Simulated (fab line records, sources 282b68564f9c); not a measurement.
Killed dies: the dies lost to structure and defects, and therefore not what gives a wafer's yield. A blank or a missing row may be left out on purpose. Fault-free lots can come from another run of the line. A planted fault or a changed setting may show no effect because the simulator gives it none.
2 desks, one fault ; flow rit cmos ; what lay behind the numbers comes last; until then each desk has only its own

THE TOOL OWNER'S DESK: iline stepper-01
The tool's own readings at RIT_M1_EXPOSE_06 (exposes mask M12, target cd 2600 nm): means of the sampled wafers that have a number, for each lot that ran on this tool. Any lot whose mean is over 4 standard deviations away from the usual mean is out of limits and marked OUT; that distance is given in the brackets.
Columns: A = exposure dose mJ cm2 at RIT_M1_EXPOSE_06, usual 249.94
lot;first seen here;A
L684;day 3 07:57;250.06
L686;day 3 21:07;250.02
L687;day 4 01:17;249.71
L688;day 4 05:50;249.90
L691;day 4 18:15;249.89
L692;day 5 03:24;250.05
L694;day 5 11:31;250.14
L700;day 6 16:01;246.06 (-17) OUT
This desk finds L700 out of limits, L700 being first, at day 6 16:01 (exposure dose mJ cm2 at RIT_M1_EXPOSE_06). L684, L686, L687, L688, L691, L692, L694: within limits.

THE METROLOGY DESK
Lot by lot, what the gauges showed, no matter which tool ran the lot: averages of those sampled wafers that carry a number. Any lot whose mean is over 4 standard deviations away from the usual mean is out of limits and marked OUT; that distance is given in the brackets.
Columns: A = cd nm at RIT_M1_CD_MEAS_09, usual 2599.7 nm
lot;first seen here;A
L684;day 3 08:23;2595.5
L685;day 3 17:02;2600.4
L686;day 3 21:32;2600.9
L687;day 4 01:43;2598.5
L688;day 4 06:25;2600.2
L689;day 4 13:34;2599.6
L690;day 4 13:59;2601.8
L691;day 4 18:41;2602.1
L692;day 5 03:50;2602.0
L693;day 5 08:07;2600.0
L694;day 5 11:57;2599.3
L695;day 5 16:41;2598.3
L700;day 6 16:26;2577.7 (-9.6) OUT
This desk finds L700 out of limits, L700 being first, at day 6 16:26 (cd nm at RIT_M1_CD_MEAS_09). L684, L685, L686, L687, L688, L689, L690, L691, L692, L693, L694, L695: within limits.

TAKEN TOGETHER
At day 6 16:01, on L700, the tool owner's desk was in a position to raise an alarm.
On L700, the metrology desk was in a position to raise an alarm at day 6 16:26.
On iline stepper-01, each named lot ran RIT_M1_EXPOSE_06.

WHAT THE SIMULATOR PUT IN
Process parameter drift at RIT_M1_EXPOSE_06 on iline stepper-01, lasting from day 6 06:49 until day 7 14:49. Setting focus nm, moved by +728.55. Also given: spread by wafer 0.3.
Shown lots that were struck: L700.
Fault start to first reading out of limits, in hours, per desk: tool owner, 9; metrology, 10.
